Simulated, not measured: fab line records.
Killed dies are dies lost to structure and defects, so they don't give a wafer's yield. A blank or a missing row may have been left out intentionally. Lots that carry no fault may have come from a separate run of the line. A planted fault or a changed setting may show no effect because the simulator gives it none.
A single fault, viewed from 2 desks ; flow berkeley_cmos170 ; every desk sees just its own numbers, and what lay behind them comes last

== AT THE TOOL OWNER'S DESK: furnace-02 ==
The tool's own readings at UCB170_FIELD_OXIDATION_01 (target thk 558.3 nm, ox time 7200 s): means of the sampled wafers that have a number, for each lot that ran on this tool. Any lot whose mean is over 4 standard deviations away from the usual mean is out of limits and marked OUT; that distance is given in the brackets.
Columns: A = ox_temp_c at UCB170_FIELD_OXIDATION_01, usual 1000.1 C; B = ox_temp_c_max at UCB170_FIELD_OXIDATION_01, usual 1004.5
lot;first seen here;A;B
L331;day 5 07:32;1000.1;1003.8
L332;day 5 07:32;999.4;1002.9
L333;day 5 13:08;999.9;1003.1
L336;day 6 14:15;1000.3;1003.6
L337;day 6 14:15;1000.1;1003.3
L338;day 6 14:15;999.9;1003.3
L349;day 9 01:02;999.9;1003.6
L350;day 9 01:02;1000.1;1003.1
L351;day 9 01:02;999.9;1003.6
This desk found nothing out of limits on any of the 9 lots.

== METROLOGY DESK ==
What the gauges read, lot by lot, whatever tool the lot ran on: means of the sampled wafers that have a number. Any lot whose mean is over 4 standard deviations away from the usual mean is out of limits and marked OUT; that distance is given in the brackets.
Columns: A = INCOMING_BOW at UCB170_START_BOW_MEAS_00, usual 0 um; B = FIELD_OXIDE_LEFT_1_THK at UCB170_FIELD_THK_MEAS_90, usual 444 nm; C = NVT_OVL at UCB170_NVT_OVL_MEAS_06, usual -1 nm
lot;first seen here;A;B;C
L331;day 2 01:00;4;447;-0
L332;day 2 06:02;-2;444;-2
L333;day 2 11:00;4;447;-7
L334;day 2 16:00;-4;433;2
L336;day 3 02:01;-1;437;4
L337;day 3 07:00;-8;439;6
L338;day 3 12:00;3;430;2
L339;day 3 17:00;-4;446;7
L343;day 4 13:00;2;446;0
L345;day 4 23:01;-1;-;-
L346;day 5 04:00;-3;-;-
L349;day 5 19:00;0;447;-4
L350;day 6 00:00;5;427;-6
L351;day 6 05:01;5;440;3
This desk found nothing out of limits on any of the 14 lots.

== ALL TOGETHER ==
Nothing out of limits was seen by the tool owner's desk.
Nothing out of limits was seen by the metrology desk.

== WHAT HAD BEEN PUT IN BY THE SIMULATOR ==
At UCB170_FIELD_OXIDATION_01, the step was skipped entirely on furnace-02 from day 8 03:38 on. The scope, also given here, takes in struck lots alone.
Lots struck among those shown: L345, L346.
